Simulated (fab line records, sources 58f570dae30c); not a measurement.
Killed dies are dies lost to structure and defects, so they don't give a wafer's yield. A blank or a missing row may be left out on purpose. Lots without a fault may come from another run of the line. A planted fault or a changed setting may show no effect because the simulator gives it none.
Chamber matching | flow berkeley_cmos170 | UCB170_V2_CMP_02 on cmp-01: 4 sister chambers
The step polishes SiO2. 8 wafers are shown with their chamber, then 10 later ones without.

WAFERS WITH THEIR CHAMBER
wafer  | chamber | motor_current_A (A) | platen_rpm (rpm)
L493.2 | 1       | 16.7                | 59.99
L496.5 | 2       | 17.0                | 59.95
L496.6 | 1       | 16.8                | 60.00
L501.1 | 0       | 16.8                | 59.97
L501.2 | 2       | 16.8                | 60.01
L501.3 | 3       | 16.0                | 60.05
L500.3 | 0       | 16.8                | 60.04
L500.5 | 3       | 15.7                | 60.02

WAFERS WITHOUT THEIR CHAMBER
wafer  | motor_current_A (A) | platen_rpm (rpm)
L500.6 | 16.1                | 59.96
L502.3 | 17.0                | 59.96
L502.4 | 16.5                | 60.01
L502.6 | 16.6                | 59.95
L503.3 | 17.3                | 59.99
L503.4 | 17.4                | 59.95
L503.6 | 17.4                | 60.03
L506.1 | 16.8                | 60.01
L506.2 | 17.2                | 60.00
L506.6 | 16.6                | 60.05

WHICH CHAMBER EACH WENT THROUGH
wafer  | from the rows above          | in truth
L500.6 | 3                            | 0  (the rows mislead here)
L502.3 | can't be placed: 2 or 0 or 1 | 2
L502.4 | can't be placed: 1 or 0 or 2 | 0
L502.6 | can't be placed: 1 or 0 or 2 | 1
L503.3 | can't be placed: 2 or 0 or 1 | 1
L503.4 | can't be placed: 2 or 0 or 1 | 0
L503.6 | can't be placed: 2 or 0 or 1 | 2
L506.1 | can't be placed: 0 or 1 or 2 | 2
L506.2 | can't be placed: 2 or 0 or 1 | 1
L506.6 | can't be placed: 1 or 0 or 2 | 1
Placed correctly: 0 of 10. Can't be placed from these rows: 9 (the true chamber is among the candidates in 9). Placed wrongly: 1.
How it was worked out, from the rows above alone: a wafer's distance from a chamber is the root of the sum, over the readings, of the square of ((its reading less the chamber's mean) divided by the reading's scatter). The wafer belongs to the nearest chamber; if the next one is less than 2 further off, it can't be placed. A chamber's mean is the mean of its shown wafers. The scatter: the root of (the sum of the squares of (reading less its chamber's mean) over the shown wafers, divided by (wafers less chambers)).
